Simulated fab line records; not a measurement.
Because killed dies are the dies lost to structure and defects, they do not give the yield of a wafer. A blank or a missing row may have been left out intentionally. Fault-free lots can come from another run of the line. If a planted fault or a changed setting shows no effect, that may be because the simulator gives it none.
Which of the tools did it? ; flow berkeleyCmos170 ; Sampling: 7 lots, 21 wafers, 4 of 331 route steps

## WHAT EACH GAUGE READ, for each wafer
UCB170_PVT_TW_MEAS_09.
lot;measured;on;PVT_TW
L602;day 5 18:26;filmMetro-03;508.3 506.3 508.5
L606;day 6 21:45;filmMetro-03;30.1 30.0 30.0
L609;day 7 00:35;filmMetro-03;507.9 509.0 508.1
L614;day 8 04:47;filmMetro-04;506.9 505.1 503.9
L619;day 9 06:14;filmMetro-01;507.3 505.6 504.1
L622;day 10 18:11;filmMetro-04;511.7 511.9 511.4
L623;day 11 03:39;filmMetro-03;506.9 506.3 507.5

## TOOL THAT RAN EACH LOT (tool first, then ch and the chambers of the sampled wafers, then the start)
lot;UCB170_PWELL_ETCH_14;UCB170_NVT_STRIP_08;UCB170_PVT_STRIP_08
L602;rieDiel-02 ch 0,1,3, day 3 06:22;plasmaAsher-01 ch 0,1, day 5 15:36;plasmaAsher-01 ch 0,1, day 5 18:20
L606;rieDiel-03 ch 0,1,2, day 4 03:49;plasmaAsher-02 ch 0,1, day 6 17:04;plasmaAsher-01 ch 0,1, day 6 21:38
L609;rieDiel-03 ch 0,1,2, day 4 12:14;plasmaAsher-02 ch 0,1, day 6 21:25;plasmaAsher-03 ch 0,1, day 7 00:30
L614;rieDiel-03 ch 0,2, day 5 18:26;plasmaAsher-01 ch 0,1, day 8 03:13;plasmaAsher-03 ch 0,1, day 8 04:41
L619;rieDiel-02 ch 0,1,2, day 6 21:11;plasmaAsher-02 ch 0,1, day 9 04:39;plasmaAsher-03 ch 0,1, day 9 06:08
L622;rieDiel-04 ch 0,1,3, day 7 15:30;plasmaAsher-02 ch 0,1, day 10 15:11;plasmaAsher-03 ch 0,1, day 10 18:04
L623;rieDiel-02 ch 0,2, day 8 03:48;plasmaAsher-02 ch 0,1, day 10 23:45;plasmaAsher-01 ch 0,1, day 11 03:33
- UCB170_PWELL_ETCH_14: etches Si3N4 in CH3F/Ar/O2, stops on SiO2, target depth 242 nm, time 151 s.
- UCB170_NVT_STRIP_08: strips in O2.
- UCB170_PVT_STRIP_08: strips in O2.

## THE ANSWER, worked out from the rows above alone
Rule: what is usual is taken from the lots themselves. Put in order of their means at a reading, lots are off if they are a third of the lots or fewer, leave a main group of 4 or more, and stand apart from it by a gap of 3 or more times the standard deviation of the main group's means; of several such gaps the widest counts. The tables above print the reading to a certain number of digits; a main group whose means all agree to those digits is not used. A lot without any number at a reading at which 4 lots or more have one is off too. Any other lot the step has rows for is counted as sound.
Off: L606, at UCB170_PVT_TW_MEAS_09 (PVT_TW). Main group: mean 507.6, sd 2.1.
A tool fits if, at a process step before that reading, it ran every lot that is off, and no sound lot after the first of them. The gauges at UCB170_PVT_TW_MEAS_09 are tried like those tools. Of those tried, none fits.

## WHAT THE SIMULATOR HAD PUT IN
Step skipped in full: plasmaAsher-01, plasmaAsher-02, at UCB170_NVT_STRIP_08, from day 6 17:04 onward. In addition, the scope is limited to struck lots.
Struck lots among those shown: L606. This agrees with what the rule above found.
